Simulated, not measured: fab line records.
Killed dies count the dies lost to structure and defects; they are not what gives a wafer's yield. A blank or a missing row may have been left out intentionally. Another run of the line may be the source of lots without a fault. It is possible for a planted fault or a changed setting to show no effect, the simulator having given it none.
Problem report, 8D (eight disciplines) form, completed by code :: flow rit_cmos :: the parts of the form that need people (team, actions taken, sign-off) are left out

== 1. WHAT IS WRONG ==
Mean of chamber_pressure_mTorr at RIT_NLDD_STRIP_09: 2001 mTorr across 3 wafers in 2 lots; on wafers with no fault it is 3999 mTorr (standard deviation 3.7). That is -99 or more standard deviations from the usual mean.
The step: strips in O2, time 180 s.
Seen first at day 4 10:38 on plasma_asher-01, wafer L731.2. The record has a number at this step for 42 wafers belonging to 14 lots. Rule for "out", or "out of limits": more than 4 standard deviations from the usual mean. The rest of the wafers with a number are treated as sound.

== 2. WHAT THIS IS AND IS NOT ==
question: which readings at this step
is: chamber_pressure_mTorr
is not: drypump_motor_current_A

question: which lots
is: L731, L733
is not: L724, L725, L726, L727, L728, L729, L732, L739, L740, L744, L745, L747

question: which wafers of those lots
is: L731.2, L731.6, L733.2
is not: L731.4, L733.4, L733.5

question: read on which tools
is: plasma_asher-01
is not: plasma_asher-03, plasma_asher-04

question: when
is: from day 4 10:38
is not: up to then (19 sound wafers); but 20 sound wafers of L732, L733, L739, L740, L744, L745, L747 came after

== 3. SUSPECTS, AND WHAT RULES EACH OUT ==
Counting: any tool at a process step up to the reading remains a suspect provided it ran every lot that is out. Sound lots after the first of them don't rule it out here, since some wafers of a struck lot are sound.
- plasma_asher-01 at RIT_NLDD_STRIP_09 (strips in O2, time 180 s): kept. It processed each lot that is out (first: L731, day 4 10:38); up to then, its last sound lot is L729 (day 4 02:21). Out on those wafers are its own readings of chamber_pressure_mTorr.
- The sound lot-mates ran in chamber 0 of plasma_asher-01 at RIT_NLDD_STRIP_09, but the wafers that are out ran in chamber 1.
Remaining after the count: plasma_asher-01 at RIT_NLDD_STRIP_09.

== 4. THE CAUSE (what the simulator had put in) ==
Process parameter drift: plasma_asher-01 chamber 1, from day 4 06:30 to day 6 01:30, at RIT_NLDD_STRIP_09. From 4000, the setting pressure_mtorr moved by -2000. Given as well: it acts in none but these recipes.
The count eliminated every tool but this one.

== 5. SEQUENCE OF EFFECTS, ordered by route ==
Each row: a reading whose mean over the struck wafers that have a number lies more than 3 standard deviations from the usual. Only readings whose record carries a usual standard deviation are examined. hours: median over the lots of the time between each lot's start at the first step of this table that gives one and its start at this step. sigmas: the change, counted in usual standard deviations.
hours: 0
step: RIT_NLDD_STRIP_09
reading: chamber_pressure_mTorr
usual: 3999 mTorr
on struck wafers: 2001
change: -1998
sigmas: -99 or more
Process steps it contains:
- RIT_NLDD_STRIP_09: strips in O2, time 180 s.

== 6. WHAT WOULD HAVE CAUGHT IT SOONER ==
4 hours passed between the start of the fault at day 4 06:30 and the first reading out of limits in this record, taken at day 4 10:38.
